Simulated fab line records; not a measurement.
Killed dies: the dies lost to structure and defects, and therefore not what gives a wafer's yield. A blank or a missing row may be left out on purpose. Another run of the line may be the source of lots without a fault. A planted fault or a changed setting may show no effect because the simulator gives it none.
The tool behind it: which one? ; flow berkeley-cmos170 ; Sampling: 14 lots, 42 wafers, 2 of 331 route steps

## WHAT THE GAUGES READ, wafer by wafer
UCB170_SDANNEAL_RS_MEAS_05: uses a four-point probe to measure.
lot;measured;on;NLDD_RS (ohm/sq)
L846;day 8 00:35;film-metro-04;616.8 615.9 615.9
L850;day 8 11:37;film-metro-03;616.3 616.3 617.4
L849;day 8 12:05;film-metro-03;617.6 617.9 617.0
L848;day 8 11:59;film-metro-04;617.3 617.3 616.9
L854;day 9 13:34;film-metro-04;616.6 616.3 615.0
L855;day 9 14:04;film-metro-01;616.7 618.8 617.7
L853;day 9 14:05;film-metro-03;615.9 616.0 615.8
L856;day 9 14:16;film-metro-04;615.7 616.0 617.3
L858;day 9 19:35;film-metro-04;616.4 616.1 616.8
L863;day 11 02:27;film-metro-03;552.8 564.6 573.6 552.7 565.0 574.3
L864;day 11 14:00;film-metro-04;568.4 548.9 580.2 569.4 548.1 579.4
L866;day 12 13:23;film-metro-01;621.6 619.7 619.3
L867;day 12 13:25;film-metro-03;615.8 615.2 614.9
L869;day 12 16:37;film-metro-01;617.6 617.3 618.6

## WHICH TOOL RAN EACH LOT (tool, then ch and the chambers of the sampled wafers, then the start)
lot;UCB170_NLDD_IMPLANT_08
L846;implanter-02 ch 0, day 7 09:19
L850;implanter-04 ch 0, day 8 00:26
L849;implanter-02 ch 0, day 8 01:45
L848;implanter-02 ch 0, day 8 02:20
L854;implanter-04 ch 0, day 9 02:25
L855;implanter-02 ch 0, day 9 02:38
L853;implanter-01 ch 0, day 9 03:08
L856;implanter-04 ch 0, day 9 04:17
L858;implanter-02 ch 0, day 9 07:37
L863;implanter-04 ch 0, day 10 14:41
L864;implanter-04 ch 0, day 11 00:11
L866;implanter-02 ch 0, day 11 21:54
L867;implanter-01 ch 0, day 11 22:38
L869;implanter-01 ch 0, day 12 05:02
- UCB170_NLDD_IMPLANT_08

## AS READ BY THE TOOLS THEMSELVES (means over the sampled wafers that have a number; for cases with no such wafer, the mark the record gives instead)
UCB170_NLDD_IMPLANT_08.
lot;tool;beam-energy-keV;end-station-pressure-torr (Torr)
L846;implanter-02;30.008;5.03e-06
L850;implanter-04;29.996;4.99e-06
L849;implanter-02;29.997;5.17e-06
L848;implanter-02;29.995;5.08e-06
L854;implanter-04;29.999;5.07e-06
L855;implanter-02;29.993;4.93e-06
L853;implanter-01;29.997;5.04e-06
L856;implanter-04;29.996;5.12e-06
L858;implanter-02;29.993;5.12e-06
L863;implanter-04;30.001;5.17e-06
L864;implanter-04;30.002;5.03e-06
L866;implanter-02;30.013;5.12e-06
L867;implanter-01;30.006;5.41e-06
L869;implanter-01;29.998;5.37e-06

## THE ANSWER, worked out from the rows above alone
Rule: the usual values come from the lots themselves. The widest of any qualifying gaps counts: lots, ordered by their means at a reading, are off when they make up no more than a third of the lots, leave a main group of 4 or more, and stand apart from it by 3 or more times the standard deviation of that group's means. Not used: any main group whose means are identical at the precision the tables above print for the reading. Also off: a lot with no number at a reading for which 4 or more lots have one. Any other lot the step has rows for is counted as sound. Order of review: gauges by route order, followed by the tools' own readings, for which a lot's mean as printed above is used. The first step at which some lot is off is used, and at that step the reading that is off furthest; a lot without a number counts as furthest.
Off: L863, L864, seen at UCB170_SDANNEAL_RS_MEAS_05 (NLDD_RS). The main group has a mean of 616.9 ohm/sq with a standard deviation of 1.2.
A tool fits if, at a process step before that reading, it ran every lot that is off, and no sound lot after the first of them. Those tools and the gauges at UCB170_SDANNEAL_RS_MEAS_05 are tried in the same way. One fits: implanter-04 at UCB170_NLDD_IMPLANT_08. Its last sound lot is L856 (day 9 04:17), its first lot that is off L863 (day 10 14:41): a fault that began between those two fits.

## WHAT HAD BEEN PUT IN BY THE SIMULATOR
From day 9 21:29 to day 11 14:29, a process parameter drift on implanter-04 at UCB170_NLDD_IMPLANT_08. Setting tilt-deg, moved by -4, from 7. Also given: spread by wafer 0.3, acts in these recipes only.
Struck lots among those shown: L863, L864. This agrees with what the rule above found.
